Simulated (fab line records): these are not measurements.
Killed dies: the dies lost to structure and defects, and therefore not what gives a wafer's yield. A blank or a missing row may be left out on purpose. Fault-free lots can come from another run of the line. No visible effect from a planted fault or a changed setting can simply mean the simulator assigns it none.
2 desks looking at one fault -- flow rit_cmos -- each desk holds nothing but its own numbers, with what lay behind them at the end

AT THE TOOL OWNER'S DESK: pvd_sputter-04
The tool's own readings at RIT_SILICIDE_SPUTTER_01 (material Ti, target thk 30 nm, time 240 s): means of the sampled wafers that have a number, for each lot that ran on this tool. Any lot whose mean is over 4 standard deviations away from the usual mean is out of limits and marked OUT; that distance is given in the brackets.
Columns: A = throttle_valve_pct at RIT_SILICIDE_SPUTTER_01, usual 29.8 %
lot,first seen here,A
L753,day 3 15:57,30.3
L755,day 4 03:15,29.7
L757,day 4 12:21,30.2
L759,day 4 22:32,29.7
L764,day 6 00:29,29.9
L767,day 6 17:11,29.7
L769,day 7 00:28,29.4
Result from this desk: across the 7 lots, nothing is out of limits.

FROM THE METROLOGY DESK
What the gauges read for every lot (on any tool): the sampled wafers with a number, averaged. Any lot whose mean is over 4 standard deviations away from the usual mean is out of limits and marked OUT; that distance is given in the brackets.
Columns: A = SILICIDE_TI_RS at RIT_SILICIDE_RS_MEAS_02, usual 48.2 ohm/sq; B = SILICIDE_TI_THK at RIT_SILICIDE_THK_MEAS_03, usual 29.8 nm
lot,first seen here,A,B
L752,day 3 12:46,49.1,29.5
L753,day 3 16:06,49.2,29.5
L754,day 3 22:05,46.8,30.5
L755,day 4 03:25,47.1,30.4
L756,day 4 08:09,48.0,30.0
L757,day 4 12:31,47.9,30.2
L758,day 4 18:34,47.6,30.2
L759,day 4 22:41,48.9,29.6
L760,day 5 04:08,48.5,29.9
L764,day 6 00:39,49.0,29.4
L767,day 6 17:21,42.8 (-6.0) OUT,34.1 (+9.8) OUT
L769,day 7 00:40,42.2 (-6.7) OUT,34.3 (+10) OUT
L770,day 7 06:31,48.5,29.7
L772,day 7 16:31,46.7,30.6
This desk finds L767, L769 out of limits, with the earliest case on L767 at day 6 17:21 (SILICIDE_TI_RS at RIT_SILICIDE_RS_MEAS_02). L752, L753, L754, L755, L756, L757, L758, L759, L760, L764, L770, L772 stayed within limits.

BROUGHT TOGETHER
The metrology desk could have raised an alarm at day 6 17:21, on L767, L769.
The tool owner's desk saw nothing out of limits.
On record at the tool owner's desk: L767, L769, within its limits.
Every lot named ran RIT_SILICIDE_SPUTTER_01 on pvd_sputter-04.

WHAT HAD BEEN PUT IN BY THE SIMULATOR
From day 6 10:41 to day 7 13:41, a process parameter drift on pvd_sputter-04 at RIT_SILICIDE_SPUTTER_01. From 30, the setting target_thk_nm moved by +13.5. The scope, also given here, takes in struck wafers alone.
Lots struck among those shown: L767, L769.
Per desk, hours elapsed from the start of the fault to the first reading out of limits: for the metrology desk, 7.
